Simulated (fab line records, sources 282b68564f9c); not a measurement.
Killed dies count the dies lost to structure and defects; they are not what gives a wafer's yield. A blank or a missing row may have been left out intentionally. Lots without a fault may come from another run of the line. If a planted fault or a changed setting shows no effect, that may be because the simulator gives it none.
Struck lot and sound lot, side by side -- flow rit_cmos -- 19 steps out of a route of 202
Sound: the wafers L823.3, L823.5, L823.6. The struck wafers were L833.1, L833.2, L833.3. The cause is named last.
Per side, at each step with rows, come the tool, then ch with its chambers, and then its first start. Under that, the readings that differ: sound wafers -- struck wafers -- difference of the means -- sigmas: that difference in standard deviations of wafers without a fault.
alike: words and numbers the same on both sides, and readings whose means are apart by under 2 such deviations; not compared: readings that were withheld, readings missing a value for some wafer, numbers with overlapping values and no deviation given by the record, and bounds like >300 which may hide the same value.
The two part at a step that has a row with sigmas, a row that says differs or no value, or rows on one side only. Numbers that have no deviation but don't overlap get no sigmas and don't part them. A reading that every wafer of one side lacks parts them only if that side has two wafers or more.

first, 1 step without rows for these wafers: RIT_CONTACT_HARDBAKE_10 (time 60 s).
RIT_CONTACT_ETCH_11: etches SiO2 in CHF3/CF4/Ar, stops on TiSi2, target depth 480 nm, time 320 s.
  sound on rie_diel-01 ch 0,2,3, day 3 09:02; struck on rie_diel-02 ch 0,1,3, day 5 18:09
  alike: drypump_motor_current_A, oes_product_au, throttle_valve_pct
  not compared: rf_hours_counter_h
RIT_CONTACT_STRIP_12: strips in O2, time 180 s.
  sound on plasma_asher-03 ch 0,1, day 3 09:17; struck on plasma_asher-04 ch 0,1, day 5 18:21
  alike: drypump_motor_current_A
  not compared: rf_hours_counter_h
RIT_CONTACT_CD_MEAS_90 targets a cd of 1000 nm.
  sound: cd_sem-02 at day 3 09:26; struck: cd_sem-02 at day 5 18:31
  alike: cd_nm
then, 2 steps without rows for these wafers: RIT_CONTACT_CLEAN_13 (cleans in SC1, time 600 s); RIT_CONTACT_CLEAN_14 (cleans in SC2, time 600 s).
RIT_M1_SPUTTER_00: material Al, target thk 400 nm, time 500 s.
  sound: pvd_sputter-02 at day 3 09:52; struck: pvd_sputter-04 at day 5 18:59
  alike: chamber_pressure_pa, throttle_valve_pct
RIT_M1_RS_MEAS_01: measurement is done with a four-point probe.
  sound: film_metro-04 at day 3 10:12; struck: film_metro-01 at day 5 19:17
  alike: M1_AL_RS
RIT_M1_THK_MEAS_02: measures by xrf.
  sound: film_metro-04 at day 3 10:18; struck: film_metro-01 at day 5 19:25
  alike: M1_AL_THK
then, 3 steps without rows for these wafers: RIT_M1_HMDS_03 (prime time 60 s); RIT_M1_COAT_04 (resist thk 1300 nm); RIT_M1_SOFTBAKE_05 (time 60 s).
RIT_M1_EXPOSE_06: exposes mask M12, target cd 2600 nm.
  sound on iline_stepper-02 ch 0, day 3 10:50; struck on iline_stepper-01 ch 0, day 5 20:02
reading,sound,struck,difference,sigmas
model.M1.overlay_x_nm (nm),-0.8122 -0.8122 -0.8122,4.386 4.386 4.386,+5.198,
  alike: mask
then, 2 steps without rows for these wafers: RIT_M1_PEB_07; RIT_M1_DEVELOP_08 (develop time 68 s).
RIT_M1_CD_MEAS_09 targets a cd of 2600 nm.
  sound: cd_sem-02 at day 3 11:16; struck: cd_sem-02 at day 5 20:28
  alike: cd_nm
RIT_M1_OVL_MEAS_10:
  sound: overlay-01 at day 3 11:21; struck: overlay-01 at day 5 20:35
reading,sound,struck,difference,sigmas
M1_OVL (nm),-1.8 -3.1 -2.1,2.4 2.3 6.1,+5.9,+4
then, 1 step without rows for these wafers: RIT_M1_HARDBAKE_11 (time 120 s).
RIT_M1_PROBE_99:
  sound: prober-01 at day 3 14:38; struck: prober-02 at day 5 23:24
  alike: defect_limited_yield, killed_at_front_end, killed_dies, killed_open, killed_short, sort_bin_3_pad_short, sort_bin_5_function, sort_bin_6_memory, sort_n_pass, sort_yield_pct

WHERE THEY PART
Only at RIT_M1_OVL_MEAS_10, within this record. Later steps at which nothing parts them and some readings are alike: RIT_M1_PROBE_99.

WHY: what the simulator had put in
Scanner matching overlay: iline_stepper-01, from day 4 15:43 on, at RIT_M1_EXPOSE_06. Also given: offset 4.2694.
